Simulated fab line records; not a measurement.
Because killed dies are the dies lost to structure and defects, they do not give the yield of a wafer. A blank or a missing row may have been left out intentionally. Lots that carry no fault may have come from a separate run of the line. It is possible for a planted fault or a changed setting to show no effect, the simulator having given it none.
Which tool was responsible?	flow rit cmos	14 lots, 42 wafers sampled, at 2 steps of a route of 202

== WHAT THE GAUGES READ, wafer by wafer ==
RIT_NRETRO_OVL_MEAS_06.
lot	measured	on	NRETRO_OVL (nm)
L128	day 2 06:42	overlay-02	1.6 2.9 0.0
L129	day 2 13:15	overlay-01	0.3 0.8 0.0
L130	day 2 19:26	overlay-01	2.1 1.6 3.3
L131	day 2 20:44	overlay-01	-0.5 1.7 0.0
L132	day 3 02:04	overlay-01	0.9 -0.3 1.4
L133	day 3 09:15	overlay-01	-0.6 -1.5 -1.8
L134	day 3 13:34	overlay-01	- - -
L135	day 3 18:09	overlay-02	- - -
L137	day 4 06:40	overlay-02	- - -
L141	day 5 00:29	overlay-02	- - -
L147	day 6 08:03	overlay-02	0.0 -1.2 1.8
L148	day 6 10:09	overlay-02	-2.7 -1.3 0.1
L150	day 6 20:22	overlay-01	-1.4 -2.5 0.2
L151	day 7 03:03	overlay-02	0.3 -1.7 -1.7

== EACH LOT AND THE TOOL THAT RAN IT (in order: tool; ch and the chambers of the sampled wafers; start) ==
lot	RIT_NRETRO_EXPOSE_03
L128	iline stepper-02 ch 0, day 2 06:16
L129	iline stepper-01 ch 0, day 2 12:49
L130	iline stepper-01 ch 0, day 2 19:03
L131	iline stepper-01 ch 0, day 2 20:18
L132	iline stepper-01 ch 0, day 3 01:39
L133	iline stepper-02 ch 0, day 3 08:49
L134	iline stepper-01 ch 0, day 3 13:08
L135	iline stepper-01 ch 0, day 3 17:43
L137	iline stepper-01 ch 0, day 4 06:14
L141	iline stepper-01 ch 0, day 5 00:03
L147	iline stepper-02 ch 0, day 6 07:37
L148	iline stepper-02 ch 0, day 6 09:43
L150	iline stepper-02 ch 0, day 6 19:56
L151	iline stepper-02 ch 0, day 7 02:38
- RIT_NRETRO_EXPOSE_03: exposes mask M4, target cd 43900 nm.

== WHAT THE TOOLS THEMSELVES READ (means of the sampled wafers that have a number; where no wafer has one, the mark that the record gives instead) ==
RIT_NRETRO_EXPOSE_03.
lot	tool	focus offset nm (nm)	stage vel mm s (mm/s)
L128	iline stepper-02	0.2	500.09
L129	iline stepper-01	-0.1	499.92
L130	iline stepper-01	0.2	499.88
L131	iline stepper-01	-0.5	499.90
L132	iline stepper-01	0.1	500.09
L133	iline stepper-02	0.2	500.12
L134	iline stepper-01	-0.1	500.13
L135	iline stepper-01	0.2	499.77
L137	iline stepper-01	0.4	499.89
L141	iline stepper-01	-0.6	499.43
L147	iline stepper-02	0.9	499.76
L148	iline stepper-02	0.1	500.19
L150	iline stepper-02	0.2	499.69
L151	iline stepper-02	0.4	499.85

== THE ANSWER, worked out from the rows above alone ==
Rule: the lots themselves supply what counts as usual. Put in order of their means at a reading, lots are off if they are a third of the lots or fewer, leave a main group of 4 or more, and stand apart from it by a gap of 3 or more times the standard deviation of the main group's means; of several such gaps the widest counts. A main group whose means are all the same, to the digits that the tables above print for the reading, isn't used. A lot without any number at a reading at which 4 lots or more have one is off too. Any other lot the step has rows for is counted as sound. Order of review: gauges by route order, followed by the tools' own readings, for which a lot's mean as printed above is used. At the first step where some lot is off, the reading lying furthest off is the one used; lots without a number count as furthest.
Off: L134, L135, L137, L141, at RIT_NRETRO_OVL_MEAS_06 (NRETRO_OVL). Without a number there: L134, L135, L137, L141. The main group: mean 0.1 nm, standard deviation 1.2.
If a tool, at a process step before that reading, ran all the lots that are off and no sound lot after the first of them, it fits. Gauges at RIT_NRETRO_OVL_MEAS_06: tried the same way as those tools. One fits: RIT_NRETRO_EXPOSE_03 on iline stepper-01. A fault onset in the window from L132 (day 3 01:39, its last sound lot) to L134 (day 3 13:08, its first lot off) fits.

== WHAT HAD BEEN PUT IN BY THE SIMULATOR ==
Scanner matching overlay: iline stepper-01, from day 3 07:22 on, at RIT_NRETRO_EXPOSE_03. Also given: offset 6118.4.
Lots struck among those shown: L134, L135, L137, L141. Same finding as the rule above.
